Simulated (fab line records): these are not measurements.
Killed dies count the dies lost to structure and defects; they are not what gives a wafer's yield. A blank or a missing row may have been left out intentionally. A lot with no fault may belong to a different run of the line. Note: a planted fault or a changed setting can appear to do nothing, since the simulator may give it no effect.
One fault through the eyes of 2 desks | flow berkeleyCmos170 | what lay behind the numbers comes last; until then each desk has only its own

## METROLOGY DESK
Means of the sampled wafers that have a number, per lot and without regard to the tool the lot ran on: this is what the gauges read. Any lot whose mean is over 4 standard deviations away from the usual mean is out of limits and marked OUT; that distance is given in the brackets.
Columns: A = NWELL_NITRIDE_THK at UCB170_NWELL_THK_MEAS_05, usual 223.4 nm; B = NVT_OVL at UCB170_NVT_OVL_MEAS_06, usual -3 nm; C = cdNm at UCB170_PLDD_CD_MEAS_06, usual 1200.2 nm
lot  | first seen here | A     | B  | C
L971 | day 2 10:51     | 224.8 | -2 | 1199.3
L973 | day 2 20:05     | 219.2 | -5 | 1198.9
L975 | day 3 02:31     | 222.0 | -5 | 1200.5
L974 | day 3 02:31     | 219.4 | -5 | 1200.0
L977 | day 3 12:39     | 223.8 | -2 | 1200.4
L978 | day 3 21:30     | 224.7 | -2 | 1201.0
L979 | day 3 21:30     | 223.1 | -2 | 1202.8
L980 | day 4 09:30     | 222.0 | 1  | 1199.2
L984 | day 5 02:05     | 223.2 | -4 | 1200.3
L986 | day 5 13:16     | 223.6 | 1  | 1202.1
L987 | day 5 23:44     | 227.2 | -3 | 1200.8
L989 | day 6 07:14     | 227.0 | -7 | 1200.5
L992 | day 6 14:58     | 223.6 | -2 | 1200.9
L993 | day 7 02:16     | 224.9 | -1 | 1200.5
Finding of this desk: none of the 14 lots has anything out of limits.

## FOR THE TOOL OWNER'S DESK: plasmaAsher-03
The tool's own readings at UCB170_PVT_STRIP_08 (strips in O2): means of the sampled wafers that have a number, for each lot that ran on this tool. Any lot whose mean is over 4 standard deviations away from the usual mean is out of limits and marked OUT; that distance is given in the brackets.
Columns: A = chamberPressureMTorr at UCB170_PVT_STRIP_08, usual 3500 mTorr; B = drypumpMotorCurrentA at UCB170_PVT_STRIP_08, usual 5.8 A; C = oesProductAu at UCB170_PVT_STRIP_08, usual 0.734 a.u.; D = stripTimeToEndpointS at UCB170_PVT_STRIP_08, usual 21.59 s
lot  | first seen here | A    | B   | C               | D
L973 | day 6 21:51     | 3502 | 5.3 | 0.732           | 21.59
L977 | day 7 12:37     | 3499 | 5.7 | 0.730           | 21.52
L980 | day 7 21:39     | 3499 | 6.4 | 0.735           | 21.65
L984 | day 9 14:39     | 3498 | 5.6 | 0.733           | 21.60
L986 | day 9 14:55     | 3501 | 5.7 | 0.860 (+28) OUT | 21.51
L987 | day 10 07:50    | 3498 | 6.0 | 0.862 (+28) OUT | 21.55
Finding of this desk: L986, L987 out of limits; the first was L986 at day 9 14:55, on oesProductAu at UCB170_PVT_STRIP_08. L973, L977, L980, L984: within limits.

## PUT TOGETHER
At day 9 14:55, on L986, L987, the tool owner's desk was in a position to raise an alarm.
Metrology desk: nothing out of limits seen.
The metrology desk has L986, L987 on record, within its limits.
Of the lots named, all ran UCB170_PVT_STRIP_08 on plasmaAsher-03.

## WHAT THE SIMULATOR HAD PUT IN
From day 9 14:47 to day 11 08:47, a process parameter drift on plasmaAsher-03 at UCB170_PVT_STRIP_08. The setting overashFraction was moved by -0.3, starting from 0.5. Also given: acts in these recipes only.
Lots struck among those shown: L986, L987.
Each desk's first reading out of limits, in hours after the fault started: the tool owner's desk, 0.
